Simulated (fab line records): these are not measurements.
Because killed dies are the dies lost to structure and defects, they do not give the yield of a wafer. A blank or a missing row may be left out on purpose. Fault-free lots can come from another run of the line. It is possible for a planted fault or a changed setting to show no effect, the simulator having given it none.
One fault seen from 2 desks || flow rit_cmos || numbers are kept per desk, each desk with only its own; the story behind them comes last

== AT THE TOOL OWNER'S DESK: lpcvd-02 ==
The tool's own readings at RIT_GATE_CVD_08 (deposits poly-Si from SiH4, target thk 250 nm, time 2220 s): means of the sampled wafers that have a number, for each lot that ran on this tool. A lot is out of limits, marked OUT, if its mean lies more than 4 standard deviations from the usual mean; the brackets give that distance.
Columns: A = pressure_mtorr at RIT_GATE_CVD_08, usual 299.9 mTorr
{"lot": "L981", "first seen here": "day 2 11:31", "A": 299.8}
{"lot": "L986", "first seen here": "day 3 15:46", "A": 299.7}
{"lot": "L991", "first seen here": "day 4 16:13", "A": 300.6}
{"lot": "L993", "first seen here": "day 5 09:16", "A": 300.5}
{"lot": "L103", "first seen here": "day 8 00:38", "A": 299.1}
{"lot": "L104", "first seen here": "day 8 00:38", "A": 299.6}
This desk found nothing out of limits on any of the 6 lots.

== FROM THE METROLOGY DESK ==
Means of the sampled wafers that have a number, per lot and without regard to the tool the lot ran on: this is what the gauges read. A lot is out of limits, marked OUT, if its mean lies more than 4 standard deviations from the usual mean; the brackets give that distance.
Columns: A = GATE_POLY_THK at RIT_GATE_THK_MEAS_09, usual 250.6 nm
{"lot": "L981", "first seen here": "day 2 13:08", "A": 252.4}
{"lot": "L982", "first seen here": "day 2 23:15", "A": 252.1}
{"lot": "L983", "first seen here": "day 3 01:22", "A": 253.9}
{"lot": "L984", "first seen here": "day 3 05:22", "A": 250.0}
{"lot": "L985", "first seen here": "day 3 11:29", "A": 248.4}
{"lot": "L986", "first seen here": "day 3 17:23", "A": 250.6}
{"lot": "L987", "first seen here": "day 3 23:16", "A": 251.1}
{"lot": "L991", "first seen here": "day 4 17:51", "A": "235.9 (-7.7) OUT"}
{"lot": "L993", "first seen here": "day 5 10:52", "A": "230.8 (-10) OUT"}
{"lot": "L999", "first seen here": "day 7 01:12", "A": 251.8}
{"lot": "L103", "first seen here": "day 8 02:15", "A": 248.3}
{"lot": "L104", "first seen here": "day 8 02:15", "A": 253.8}
This desk's result: L991, L993 out of limits, first on L991 (GATE_POLY_THK at RIT_GATE_THK_MEAS_09), day 4 17:51. Within limits: L981, L982, L983, L984, L985, L986, L987, L999, L103, L104.

== BROUGHT TOGETHER ==
An alarm was possible from the metrology desk at day 4 17:51, on L991, L993.
The desk of the tool owner found nothing out of limits.
The tool owner's desk has L991, L993 on record, within its limits.
The lots listed all ran RIT_GATE_CVD_08 on lpcvd-02.

== WHAT THE SIMULATOR HAD PUT IN ==
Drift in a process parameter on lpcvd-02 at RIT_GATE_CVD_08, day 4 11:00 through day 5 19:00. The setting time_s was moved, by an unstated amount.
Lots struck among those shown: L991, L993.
Hours from the fault's start to each desk's first reading out of limits: the metrology desk, 7.
